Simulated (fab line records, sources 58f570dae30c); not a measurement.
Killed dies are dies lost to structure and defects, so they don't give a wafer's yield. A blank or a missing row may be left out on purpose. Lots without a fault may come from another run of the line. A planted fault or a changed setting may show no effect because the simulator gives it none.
fab line records | flow berkeley_cmos170
record lots=5 wafers=15 last_day=12
route steps=331 shown PWELL@53 WELLDRIVE@55 ACTIVE@60 PFIELD@79 FIELD@89
lots that met no fault: from a run of the same line without faults
start_h: hours from the record's first day to the start of the lot's first wafer shown | wait_h: hours since the lot's step before | " the same as in the row above | L1.1+2: a row that stands for several wafers | - no value, or no start given | * or withheld: withheld | < > ~ a bound
route shown NAME@n: a module of which the file shows steps, and the number in the route of the first | usual: mean/standard deviation of fault-free wafers | same: alike in all rows | chamber/n: place in a boat | sites: the reading at each site | _std_site: their standard deviation | _edge_site: outer sites' mean less inner sites' | radius_mm: how far each site lies from the wafer's centre | mask NAME#n: copy n | behind: the tool/chamber that last shaped the wafer | hold: why the lot was held/for how many hours/how that ended | device: the transistor (n, p or np) that didn't switch | end of line: the same wafers' tests at the end of the route | a step without rows: its recipe alone | killed: dies lost to structure and defects at the first sort, not the wafer's yield | map: a wafer's dies, x killed, . not, _ none there
set.NAME: the setting as run; set.NAME@STEP: as run at that earlier step | model.NAME: the simulator's own value behind a step, which no gauge read
lots at some steps of the route; a table a step, a row a wafer
services: from which hour (start_h, from the record's first day; less than 0 if before it) a tool's chamber was out of use, for how many hours, and why
## steps
# step UCB170_PWELL_WET_ETCH_19
# recipe chemistry=H3PO4 target=Si3N4 temp_c=160 time_s=14400
# step UCB170_PWELL_WET_ETCH_20
# recipe chemistry=BOE dilution=5:1 target=SiO2 temp_c=25 time_s=22
# step UCB170_WELLDRIVE_CLEAN_00
# recipe chemistry=SPM temp_c=120 time_s=600
# step UCB170_WELLDRIVE_OXIDATION_01
# recipe temp_c=1100 ambient=O2 target_thk_a=1990 ox_time_s=9000
# step UCB170_WELLDRIVE_THK_MEAS_02
# recipe reads=SiO2_of_WELLDRIVE_OXIDATION_01
# usual WELLDRIVE_OXIDE_THK=200/4.4
# columns lot.wafer tool chamber start_h wait_h WELLDRIVE_OXIDE_THK[nm]
L529.2 film_metro-01 - 61.20 0.0 198
L529.3 " - " " 200
L529.5 " - " " 198
L538.1 film_metro-02 - 104.95 0.0 205
L538.2 " - " " 203
L538.3 " - " " 200
L539.1 film_metro-01 - 113.80 0.0 201
L539.3 " - " " 199
L539.5 " - " " 202
L541.1 film_metro-02 - 126.22 0.0 206
L541.3 " - " " 201
L541.6 " - " " 203
L552.2 film_metro-01 - 180.14 0.0 191
L552.3 " - " " 188
L552.6 " - " " 191
# step UCB170_WELLDRIVE_ANNEAL_03
# recipe temp_c=1100 time_s=900 ambient=N2
# step UCB170_WELLDRIVE_WET_ETCH_04
# recipe chemistry=BOE dilution=5:1 target=SiO2 temp_c=25 time_s=120
# step UCB170_ACTIVE_CLEAN_00
# recipe chemistry=SPM temp_c=120 time_s=600
# step UCB170_ACTIVE_CLEAN_01
# recipe chemistry=dHF dilution=25:1 time_s=60
# step UCB170_ACTIVE_OXIDATION_02
# recipe temp_c=1000 ambient=O2 target_thk_a=264 ox_time_s=1260
# step UCB170_ACTIVE_THK_MEAS_03
# recipe reads=SiO2_of_ACTIVE_OXIDATION_02
# usual ACTIVE_OXIDE_THK=26.4/0.51
# columns lot.wafer tool chamber start_h wait_h ACTIVE_OXIDE_THK[nm]
L529.2 film_metro-03 - 68.43 0.0 26.6
L529.3 " - " " 26.9
L529.5 " - " " 26.9
L538.1 film_metro-03 - 115.15 0.0 26.5
L538.2 " - " " 26.4
L538.3 " - " " 26.1
L539.1 film_metro-02 - 124.35 0.0 27.2
L539.3 " - " " 27.3
L539.5 " - " " 26.5
L541.1 film_metro-02 - 136.49 0.0 26.7
L541.3 " - " " 26.1
L541.6 " - " " 26.6
L552.2 film_metro-02 - 192.87 0.0 27.4
L552.3 " - " " 27.6
L552.6 " - " " 27.4
# step UCB170_ACTIVE_ANNEAL_04
# recipe temp_c=1000 time_s=900 ambient=N2
# step UCB170_ACTIVE_CVD_05
# recipe material=Si3N4 target_thk_nm=220 temp_c=800 precursor=SiH2Cl2/NH3 time_s=3300 pressure_mtorr=200 sih2cl2_flow_sccm=25 nh3_flow_sccm=75
# usual sih2cl2_flow_sccm=25.00/0.081
# columns lot.wafer tool chamber start_h wait_h sih2cl2_flow_sccm model.Si3N4_of_ACTIVE_CVD_05.thk_nm
L529.2 lpcvd-01 0 72.29 0.0 25.10 223.5
L529.3 " 0 " " 25.09 222
L529.5 " 0 " " 25.02 223
L538.1 lpcvd-01 0 122.64 0.0 25.07 221.7
L538.2 " 0 " " 24.88 223.1
L538.3 " 0 " " 24.99 224.7
L539.1 lpcvd-01 0 130.12 0.7 25.00 233.1
L539.3 " 0 " " 24.92 230.9
L539.5 " 0 " " 24.98 234.2
L541.1 lpcvd-02 1 140.57 0.0 25.06 219.1
L541.3 " 1 " " 25.04 218.9
L541.6 " 1 " " 24.98 220.2
L552.2 lpcvd-02 1 197.61 0.0 24.99 219.6
L552.3 " 1 " " 24.95 220
L552.6 " 1 " " 24.92 218.4
# step UCB170_ACTIVE_THK_MEAS_06
# recipe reads=Si3N4_of_ACTIVE_CVD_05
# usual ACTIVE_NITRIDE_THK=220.4/1.7
# columns lot.wafer tool chamber start_h wait_h hold ACTIVE_NITRIDE_THK[nm]
L529.2 film_metro-02 - 74.21 0.0 - 223.3
L529.3 " - " " - 222.1
L529.5 " - " " - 223.2
L538.1 film_metro-04 - 124.56 0.0 - 221.6
L538.2 " - " " - 223.2
L538.3 " - " " - 224.8
L539.1 film_metro-02 - 132.04 0.0 await_dispo/0.2h/release 233.1
L539.3 " - " " await_dispo/0.2h/release 230.9
L539.5 " - " " await_dispo/0.2h/release 234.4
L539.1 film_metro-02 - 132.26 0.2 - 233.0
L539.3 " - " " - 230.9
L539.5 " - " " - 234.3
L541.1 film_metro-02 - 142.49 0.0 - 219.2
L541.3 " - " " - 218.9
L541.6 " - " " - 220.1
L552.2 film_metro-03 - 199.60 0.1 - 219.4
L552.3 " - " " - 219.9
L552.6 " - " " - 218.5
# step UCB170_ACTIVE_COAT_08
# recipe resist=KrF spin_rpm=1500 resist_thk_nm=900
# step UCB170_ACTIVE_SOFTBAKE_09
# recipe resist=KrF temp_c=130 time_s=60
# step UCB170_ACTIVE_EXPOSE_10
# recipe mask_id=ACTIVE target_cd_nm=1200 na=0.5 sigma_outer=0.6 source_shape=conventional dose_mj=20
# step UCB170_ACTIVE_PEB_11
# recipe peb_temp_c=130 peb_time_s=withheld resist=KrF
# step UCB170_ACTIVE_DEVELOP_12
# recipe developer=TMAH develop_time_s=45 resist=KrF dev_temp_c=21
# step UCB170_ACTIVE_CD_MEAS_13
# recipe target_cd_nm=1200
# usual cd_nm=1200.0/1.4
# columns lot.wafer tool chamber start_h wait_h cd_nm
L529.2 cd_sem-01 - 75.37 - 1196.6
L529.3 " - " " 1198.1
L529.5 " - " " 1197.1
L538.1 cd_sem-01 - 125.72 - 1200.1
L538.2 " - " " 1200.2
L538.3 " - " " 1200.4
L539.1 cd_sem-01 - 135.62 - 1202.8
L539.3 " - " " 1201.9
L539.5 " - " " 1203.6
L541.1 cd_sem-01 - 143.51 - 1201.2
L541.3 " - " " 1200.1
L541.6 " - " " 1201.5
L552.2 cd_sem-01 - 200.81 - 1199.5
L552.3 " - " " 1201.8
L552.6 " - " " 1200.9
# step UCB170_ACTIVE_OVL_MEAS_14
# usual ACTIVE_OVL=0/4.6
# columns lot.wafer tool chamber start_h wait_h ACTIVE_OVL[nm]
L529.2 overlay-01 - 75.47 0.1 -2
L529.3 " - " " 8
L529.5 " - " " 1
L538.1 overlay-02 - 125.84 0.1 8
L538.2 " - " " 6
L538.3 " - " " -1
L539.1 overlay-02 - 135.74 0.1 0
L539.3 " - " " 1
L539.5 " - " " 4
L541.1 overlay-01 - 143.63 0.1 1
L541.3 " - " " 4
L541.6 " - " " -7
L552.2 overlay-01 - 200.92 0.1 -12
L552.3 " - " " -5
L552.6 " - " " -4
# step UCB170_ACTIVE_ETCH_15
# recipe chemistry=CH3F/Ar/O2 target=Si3N4 stop_on=SiO2 CH3F_flow_sccm=20 Ar_flow_sccm=50 O2_flow_sccm=7 pressure_mtorr=50 rf_w=450 target_depth_a=2420 over_etch_frac=0.1 time_s=151
# usual drypump_motor_current_A=6.0/0.49 oes_product_au=0.948/0.013 throttle_valve_pct=8.09/0.087
# columns lot.wafer tool chamber start_h wait_h drypump_motor_current_A oes_product_au rf_hours_counter_h throttle_valve_pct model.etch.depth_nm
L529.2 rie_diel-03 1 75.50 0.0 5.9 0.956 6 8.09 223.5
L529.3 " 0 " " 6.4 0.942 119 8.06 222
L529.5 " 2 " " 6.6 0.950 - 8.06 223
L538.1 rie_diel-03 0 125.88 0.0 6.4 0.937 120 8.06 221.7
L538.2 " 3 " " 6.1 0.968 28 8.07 223.1
L538.3 " 1 " " 5.9 0.963 8 8.12 224.7
L539.1 rie_diel-03 0 135.77 0.0 6.4 0.965 120 8.07 233.1
L539.3 " 2 " " 6.6 0.969 57 8.07 230.9
L539.5 " 1 " " 5.9 0.979 - 8.12 234.2
L541.1 rie_diel-04 0 143.67 0.0 5.7 0.955 15 8.12 219.1
L541.3 " 2 " " 5.4 0.959 160 7.89 218.9
L541.6 " 3 " " 6.0 0.932 - 7.98 220.2
L552.2 rie_diel-01 2 200.95 0.0 6.8 0.948 19 8.16 219.6
L552.3 " 0 " " 6.0 0.927 4 8.10 220
L552.6 " 2 " " 6.8 0.941 - 8.17 218.4
# step UCB170_ACTIVE_STRIP_16
# recipe chemistry=O2 power_w=400 pressure_mtorr=3500 platen_temp_c=withheld o2_flow_sccm=400 overash_fraction=0.5
# usual drypump_motor_current_A=5.5/0.43 o2_flow_sccm=400.1/1.1 oes_product_au=0.721/0.0046 strip_time_to_endpoint_s=18.06/0.12
# columns lot.wafer tool chamber start_h wait_h drypump_motor_current_A o2_flow_sccm oes_product_au rf_hours_counter_h strip_time_to_endpoint_s
L529.2 plasma_asher-03 0 75.60 0.1 6.2 400.9 0.722 29 17.92
L529.3 " 1 " " 5.4 399.6 0.715 - 18.13
L529.5 " 1 " " 5.5 399.8 0.719 - 18.03
L538.1 plasma_asher-01 1 125.98 0.1 5.8 400.5 0.716 42 18.13
L538.2 " 0 " " 5.4 401.5 0.719 42 17.91
L538.3 " 0 " " 5.3 400.4 0.728 - 17.97
L539.1 plasma_asher-03 0 135.98 0.2 6.2 400.0 0.717 34 18.23
L539.3 " 0 " " 6.2 400.8 0.710 - 17.98
L539.5 " 1 " " 5.5 399.8 0.718 - 18.07
L541.1 plasma_asher-03 1 143.77 0.1 5.5 400.4 0.723 35 18.04
L541.3 " 0 " " 6.2 400.0 0.719 - 17.92
L541.6 " 1 " " 5.5 401.4 0.719 - 18.15
L552.2 plasma_asher-01 1 201.05 0.1 5.8 400.6 0.720 47 18.06
L552.3 " 1 " " 5.8 401.5 0.727 - 18.24
L552.6 " 1 " " 5.8 401.9 0.721 - 18.00
# step UCB170_ACTIVE_CD_MEAS_90
# recipe target_cd_nm=1200
# usual cd_nm=1200.1/1.4
# columns lot.wafer tool chamber start_h wait_h cd_nm
L529.2 cd_sem-01 - 75.72 0.1 1196.3
L529.3 " - " " 1198.4
L529.5 " - " " 1197.5
L538.1 cd_sem-02 - 126.08 0.1 1200.4
L538.2 " - " " 1200.0
L538.3 " - " " 1200.4
L539.1 cd_sem-02 - 136.10 0.1 1202.9
L539.3 " - " " 1202.3
L539.5 " - " " 1203.3
L541.1 cd_sem-01 - 143.87 0.1 1201.3
L541.3 " - " " 1199.8
L541.6 " - " " 1201.6
L552.2 cd_sem-02 - 201.17 0.1 1199.1
L552.3 " - " " 1201.7
L552.6 " - " " 1200.9
# step UCB170_ACTIVE_CLEAN_17
# recipe chemistry=SPM temp_c=120 time_s=600
# step UCB170_PFIELD_HMDS_00
# recipe prime_time_s=60 prime_temp_c=100
# step UCB170_PFIELD_COAT_01
# recipe resist=KrF spin_rpm=1500 resist_thk_nm=900
# step UCB170_PFIELD_SOFTBAKE_02
# recipe resist=KrF temp_c=130 time_s=60
# step UCB170_PFIELD_EXPOSE_03
# recipe mask_id=PFIELD na=0.5 sigma_outer=0.6 source_shape=conventional target_cd_nm=1500 dose_mj=30
# step UCB170_PFIELD_PEB_04
# recipe peb_temp_c=130 peb_time_s=withheld resist=KrF
# step UCB170_PFIELD_DEVELOP_05
# recipe developer=TMAH develop_time_s=45 resist=KrF dev_temp_c=21
# step UCB170_PFIELD_OVL_MEAS_06
# usual PFIELD_OVL=0/5.7
# columns lot.wafer tool chamber start_h wait_h PFIELD_OVL[nm]
L529.2 overlay-02 - 77.37 - -4
L529.3 " - " " -5
L529.5 " - " " -3
L538.1 overlay-02 - 127.43 - -7
L538.2 " - " " -3
L538.3 " - " " 5
L539.1 overlay-02 - 137.71 - 0
L539.3 " - " " 17
L539.5 " - " " 20
L541.1 overlay-01 - 145.01 - -6
L541.3 " - " " -6
L541.6 " - " " 0
L552.2 overlay-01 - 203.17 - 7
L552.3 " - " " 4
L552.6 " - " " 10
# step UCB170_PFIELD_IMPLANT_07
# recipe species=B dose_cm2=2e+13 energy_kev=80 tilt_deg=7
# step UCB170_PFIELD_STRIP_08
# recipe chemistry=O2 power_w=400 pressure_mtorr=3500 platen_temp_c=withheld o2_flow_sccm=400 overash_fraction=0.5
# usual drypump_motor_current_A=5.6/0.49 o2_flow_sccm=400.3/1.1 oes_product_au=0.734/0.0043 strip_time_to_endpoint_s=21.61/0.067
# columns lot.wafer tool chamber start_h wait_h drypump_motor_current_A o2_flow_sccm oes_product_au rf_hours_counter_h strip_time_to_endpoint_s
L529.2 plasma_asher-02 0 77.55 0.1 4.9 400.8 0.730 33 21.75
L529.3 " 1 " " 5.1 400.6 0.734 - 21.65
L529.5 " 0 " " 4.9 401.0 0.734 - 21.74
L538.1 plasma_asher-04 0 127.61 0.1 6.2 399.8 0.728 1 21.50
L538.2 " 1 " " 5.8 401.6 0.732 1 21.47
L538.3 " 0 " " 6.2 399.9 0.729 - 21.51
L539.1 plasma_asher-04 1 137.89 0.1 5.8 400.1 0.735 2 21.57
L539.3 " 1 " " 5.8 399.7 0.731 - 21.52
L539.5 " 1 " " 5.8 399.8 0.735 - 21.62
L541.1 plasma_asher-03 0 145.19 0.1 6.2 400.1 0.735 35 21.61
L541.3 " 0 " " 6.2 398.3 0.733 - 21.60
L541.6 " 0 " " 6.2 399.6 0.727 - 21.62
L552.2 plasma_asher-03 1 203.35 0.1 5.5 399.6 0.740 40 21.67
L552.3 " 0 " " 6.2 399.2 0.739 - 21.65
L552.6 " 0 " " 6.2 398.5 0.730 - 21.67
# step UCB170_PFIELD_TW_MEAS_09
# usual PFIELD_TW=601/5.3
# columns lot.wafer tool chamber start_h wait_h PFIELD_TW
L529.2 film_metro-03 - 77.66 0.1 612
L529.3 " - " " 609
L529.5 " - " " 609
L538.1 film_metro-03 - 127.71 0.1 609
L538.2 " - " " 607
L538.3 " - " " 608
L539.1 film_metro-01 - 138.05 0.1 598
L539.3 " - " " 593
L539.5 " - " " 597
L541.1 film_metro-01 - 145.29 0.1 596
L541.3 " - " " 596
L541.6 " - " " 595
L552.2 film_metro-01 - 203.46 0.1 599
L552.3 " - " " 604
L552.6 " - " " 599
# step UCB170_FIELD_CLEAN_00
# recipe chemistry=dHF dilution=25:1 time_s=7.5
# step UCB170_FIELD_OXIDATION_01
# recipe temp_c=1000 ambient=H2O p_h2o_torr=584.62 target_thk_a=5583 ox_time_s=7200
# columns lot.wafer tool chamber start_h wait_h model.Si3N4_of_ACTIVE_CVD_05.thk_nm
L529.2 furnace-03 0 80.10 2.4 216.2
L529.3 " 0 " " 214.8
L529.5 " 0 " " 215.8
L538.1 furnace-03 0 131.52 3.7 214.5
L538.2 " 0 " " 215.9
L538.3 " 0 " " 217.4
L539.1 furnace-04 0 139.32 1.0 225.8
L539.3 " 0 " " 223.6
L539.5 " 0 " " 226.9
L541.1 furnace-03 0 147.29 1.9 211.9
L541.3 " 0 " " 211.7
L541.6 " 0 " " 212.9
L552.2 furnace-02 0 204.23 0.7 212.4
L552.3 " 0 " " 212.7
L552.6 " 0 " " 211.2
# step UCB170_FIELD_THK_MEAS_02
# recipe reads=SiO2_of_FIELD_OXIDATION_01
# usual FIELD_OXIDE_THK=559/8.6
# columns lot.wafer tool chamber start_h wait_h FIELD_OXIDE_THK[nm]
L529.2 film_metro-04 - 83.11 0.0 561
L529.3 " - " " 570
L529.5 " - " " 562
L538.1 film_metro-04 - 134.52 0.0 549
L538.2 " - " " 566
L538.3 " - " " 560
L539.1 film_metro-03 - 142.32 0.0 557
L539.3 " - " " 560
L539.5 " - " " 555
L541.1 film_metro-04 - 150.29 0.0 567
L541.3 " - " " 567
L541.6 " - " " 567
L552.2 film_metro-01 - 207.30 0.1 560
L552.3 " - " " 564
L552.6 " - " " 570
## services
# columns tool chamber start_h hours kind
furnace-02 - 48.50 3.1 pm
rie_diel-04 - 48.61 2.8 pm
rie_diel-04 1 62.70 11.3 repair
rie_diel-04 2 74.40 12.1 repair
plasma_asher-03 - 76.41 7.7 pm
rie_diel-01 0 77.24 - clean
rie_diel-03 2 84.03 2.3 repair
furnace-03 - 100.27 3.8 pm
rie_diel-01 0 100.37 7.4 repair
furnace-02 - 107.65 2.5 pm
plasma_asher-04 - 108.84 9.0 pm
plasma_asher-04 0 108.84 9.0 vent_cycle
plasma_asher-04 1 108.84 9.0 vent_cycle
furnace-04 - 113.05 5.4 pm
plasma_asher-04 0 117.84 - clean
plasma_asher-04 1 117.84 - clean
rie_diel-04 3 120.45 9.8 repair
rie_diel-01 - 123.72 0.3 repair
plasma_asher-03 - 125.59 0.5 repair
plasma_asher-02 - 143.36 2.8 pm
furnace-03 - 156.16 4.2 pm
plasma_asher-02 - 174.93 0.5 repair
furnace-04 - 189.98 3.5 pm
rie_diel-01 - 198.21 0.3 repair
## key
first_sign step=UCB170_ACTIVE_THK_MEAS_06 reading=visit direction=added
effect step=UCB170_ACTIVE_THK_MEAS_06 reading=ACTIVE_NITRIDE_THK direction=up sigmas=7.1 usual=220.4 struck=232.8
model_effect step=UCB170_ACTIVE_CVD_05 value=Si3N4_of_ACTIVE_CVD_05.thk_nm without=222.9 struck=232.7
model_effect step=UCB170_ACTIVE_ETCH_15 value=etch.depth_nm without=222.9 struck=232.7
model_effect step=UCB170_FIELD_OXIDATION_01 value=Si3N4_of_ACTIVE_CVD_05.thk_nm without=215.6 struck=225.5
met_at UCB170_ACTIVE_CVD_05
struck_wafers L539.1,L539.3,L539.5
sort_left_out L539.1,L539.3,L539.5
tester_left_out L539
onset_between 122.64 130.12
fault kind=process_parameter_drift tool=lpcvd-01 chamber=0 onset_h=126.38 steps=UCB170_ACTIVE_CVD_05 channel=time_s offset=* shape=step end_h=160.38 acts_in=* stated=*
# tester_left_out: of these lots the tester's yield and bins aren't shown, on N5 and GAA mostly nor the transistor test; their killed dies are dies lost to structure and defects alone, not to doping, threshold or leakage, so they don't give the yield
# sort_left_out: the simulated sort isn't trusted on such a fault, so these wafers' sort isn't shown, and their yield isn't known
